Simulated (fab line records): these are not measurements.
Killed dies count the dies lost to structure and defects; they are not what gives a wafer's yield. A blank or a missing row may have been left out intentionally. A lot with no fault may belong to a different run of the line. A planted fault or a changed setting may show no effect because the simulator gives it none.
Struck lot and sound lot, side by side || flow ritCmos || 43 steps out of a route of 202
Sound: the wafers L100.1, L100.5, L100.6. Wafers struck: L104.3, L104.5, L104.6. The cause is given at the end.
Order at every step that has rows: each side's tool, ch and its chambers, its first start. Under that, the readings that differ: sound wafers || struck wafers || difference of the means || sigmas: that difference in standard deviations of wafers without a fault.
alike: words and numbers the same on both sides, and readings whose means are apart by under 2 such deviations; not compared: readings that were withheld, readings missing a value for some wafer, numbers with overlapping values and no deviation given by the record, and bounds like >300 which may hide the same value.
The two part at a step that has a row with sigmas, a row that says differs or no value, or rows on one side only. Numbers that don't overlap but have no deviation are shown without sigmas and don't part them. A reading missing from all wafers of one side parts the sides only when that side holds two or more wafers.

first, 2 steps without rows for these wafers: RIT_SPACER_CLEAN_02 (cleans in SC2, time 600 s); RIT_SPACER_CVD_03 (deposits Si3N4 from SiH2Cl2/NH3, target thk 250 nm, time 3300 s).
RIT_SPACER_THK_MEAS_04:
  sound on filmMetro-01 at day 4 06:24; struck on filmMetro-02 at day 5 03:55
  alike: SPACER_NITRIDE_THK
RIT_SPACER_ETCHBACK_05: etches Si3N4 in SF6/CHF3, stops on SiO2, target depth 250 nm, time 240 s.
  sound on rieDiel-02 ch 2,3, day 4 06:28; struck on rieDiel-02 ch 0,1,3, day 5 03:58
  alike: drypumpMotorCurrentA, oesProductAu, throttleValvePct
  not compared: rfHoursCounterH
then, 6 steps without rows for these wafers: RIT_NSD_HMDS_00 (prime time 60 s); RIT_NSD_COAT_01 (resist thk 1000 nm); RIT_NSD_SOFTBAKE_02 (time 60 s); RIT_NSD_EXPOSE_03 (exposes mask M9, target cd 40700 nm); RIT_NSD_PEB_04; RIT_NSD_DEVELOP_05 (develop time 50 s).
RIT_NSD_OVL_MEAS_06:
  sound on overlay-02 at day 4 07:35; struck on overlay-02 at day 5 05:10
  alike: NSD_OVL
then, 1 step without rows for these wafers: RIT_NSD_HARDBAKE_07 (time 60 s).
RIT_NSD_IMPLANT_08:
  sound on implanter-01 ch 0, day 4 07:46; struck on implanter-04 ch 0, day 5 05:23
  alike: beamEnergyKeV
then, 1 step without rows for these wafers: RIT_NSD_STRIP_09 (strips in O2, time 180 s).
RIT_NSD_TW_MEAS_10:
  sound on filmMetro-01 at day 4 08:06; struck on filmMetro-04 at day 5 05:41
  alike: NSD_TW
then, 6 steps without rows for these wafers: RIT_PSD_HMDS_00 (prime time 60 s); RIT_PSD_COAT_01 (resist thk 994.2 nm); RIT_PSD_SOFTBAKE_02 (time 60 s); RIT_PSD_EXPOSE_03 (exposes mask M10, target cd 40900 nm); RIT_PSD_PEB_04; RIT_PSD_DEVELOP_05 (develop time 50 s).
RIT_PSD_OVL_MEAS_06:
  sound on overlay-02 at day 4 09:01; struck on overlay-01 at day 5 06:43
  alike: PSD_OVL
then, 2 steps without rows for these wafers: RIT_PSD_HARDBAKE_07 (time 60 s); RIT_PSD_IMPLANT_08.
RIT_PSD_STRIP_09: strips in O2, time 180 s.
  sound on plasmaAsher-04 ch 0,1, day 4 09:20; struck on plasmaAsher-04 ch 0,1, day 5 07:11
  alike: drypumpMotorCurrentA
  not compared: rfHoursCounterH
RIT_PSD_TW_MEAS_10:
  sound on filmMetro-01 at day 4 09:31; struck on filmMetro-04 at day 5 07:19
  alike: PSD_TW
then, 3 steps without rows for these wafers: RIT_SDANNEAL_CLEAN_00 (cleans in SC1, time 600 s); RIT_SDANNEAL_CLEAN_01 (cleans in dHF, time 30 s); RIT_SDANNEAL_CLEAN_02 (cleans in SC2, time 600 s).
RIT_SDANNEAL_RTA_03: time 5 s.
  sound on rtpAnneal-02 ch 0, day 4 09:56; struck on rtpAnneal-02 ch 0, day 5 07:45
  alike: rampUpCPerS, wafer_temp_C_max
RIT_SDANNEAL_RS_MEAS_04: measures by four-point-probe.
  sound on filmMetro-04 at day 4 10:00; struck on filmMetro-02 at day 5 07:50
  alike: PSD_RS
RIT_SDANNEAL_RS_MEAS_05: measures by four-point-probe.
  sound on filmMetro-04 at day 4 10:07; struck on filmMetro-02 at day 5 07:57
  alike: NSD_RS
RIT_SDANNEAL_RS_MEAS_06: measures by four-point-probe.
  sound on filmMetro-04 at day 4 10:14; struck on filmMetro-02 at day 5 08:04
  alike: PLDD_RS
RIT_SDANNEAL_RS_MEAS_07: measures by four-point-probe.
  sound on filmMetro-04 at day 4 10:22; struck on filmMetro-02 at day 5 08:11
{"reading": "NLDD_RS (ohm/sq)", "sound": "152.5 152.7 152.4", "struck": "151.0 151.0 151.4", "difference": -1.4, "sigmas": -2}
then, 2 steps without rows for these wafers: RIT_SILICIDE_WET_ETCH_00 (etches SiO2 in BOE, target depth 14 nm, time 15 s); RIT_SILICIDE_SPUTTER_01 (material Ti, target thk 30 nm, time 240 s).
RIT_SILICIDE_RS_MEAS_02: measures by four-point-probe.
  sound on filmMetro-01 at day 4 10:38; struck on filmMetro-04 at day 5 08:28
  alike: SILICIDE_TI_RS
RIT_SILICIDE_THK_MEAS_03: measures by xrf.
  sound on filmMetro-01 at day 4 10:46; struck on filmMetro-04 at day 5 08:34
  alike: SILICIDE_TI_THK
RIT_SILICIDE_RTA_04: time 10 s, ramp up 5 s, ramp down 5 s.
  sound on rtpAnneal-01 ch 0, day 4 10:49; struck on rtpAnneal-01 ch 0, day 5 08:38
  alike: wafer_temp_C_max
then, 1 step without rows for these wafers: RIT_SILICIDE_WET_ETCH_05 (etches Ti in SPM, time 120 s).
RIT_SILICIDE_RTA_06: time 10 s, ramp up 5 s, ramp down 10 s.
  sound on rtpAnneal-02 ch 0, day 4 10:56; struck on rtpAnneal-02 ch 0, day 5 08:44
  alike: wafer_temp_C_max
then, 1 step without rows for these wafers: RIT_CONTACT_CVD_00 (deposits SiO2 from TEOS, target thk 400 nm, time 61 s).
RIT_M1_PROBE_99:
  sound on prober-02 at day 4 17:44; struck on prober-02 at day 5 15:45
{"reading": "model.etest.nmos_0p15.driveUaUmRimLessCentre", "sound": "-1.212 4.718 -1.294", "struck": "15.44 8.752 5.597", "difference": "+9.19", "sigmas": ""}
{"reading": "model.etest.nmos_0p15.driveUaUmRange", "sound": "6.856 8.589 11.8", "struck": "23.89 14.19 18.12", "difference": "+9.65", "sigmas": ""}
{"reading": "model.etest.antennaPoly.gateLog10ACm2", "sound": "-5.983 -6.416 -6.216", "struck": "-4.365 -4.529 -4.559", "difference": "+1.721", "sigmas": ""}
{"reading": "model.etest.nmos_0p15.gateLog10ACm2", "sound": "-5.189 -5.393 -5.338", "struck": "-4.217 -4.173 -4.243", "difference": "+1.096", "sigmas": ""}
{"reading": "model.etest.gateToDiffusionComb.leakLog10AUm", "sound": "-12.16 -12.37 -12.26", "struck": "-11.29 -11.2 -11.27", "difference": "+1.01", "sigmas": ""}
{"reading": "model.etest.nmos_0p15.gateBvV (V)", "sound": "4.816 4.828 4.742", "struck": "3.942 3.946 4.01", "difference": -0.829, "sigmas": ""}
{"reading": "model.etest.nmos_0p3.bvV (V)", "sound": "5.469 5.46 5.419", "struck": "4.97 4.976 5.028", "difference": -0.46, "sigmas": ""}
{"reading": "model.etest.nmos_0p15.bvV (V)", "sound": "5.469 5.46 5.419", "struck": "4.97 4.976 5.028", "difference": -0.46, "sigmas": ""}
  alike: killedAtContacts, killedAtFrontEnd, killedDies, killedOpen, killedShort

## WHERE THEY PART
RIT_SDANNEAL_RS_MEAS_07 only, going by this record. Later steps at which nothing parts them and some readings are alike: RIT_SILICIDE_RS_MEAS_02, RIT_SILICIDE_THK_MEAS_03, RIT_SILICIDE_RTA_04, RIT_SILICIDE_RTA_06, RIT_M1_PROBE_99.

WHY: whatever the simulator had introduced
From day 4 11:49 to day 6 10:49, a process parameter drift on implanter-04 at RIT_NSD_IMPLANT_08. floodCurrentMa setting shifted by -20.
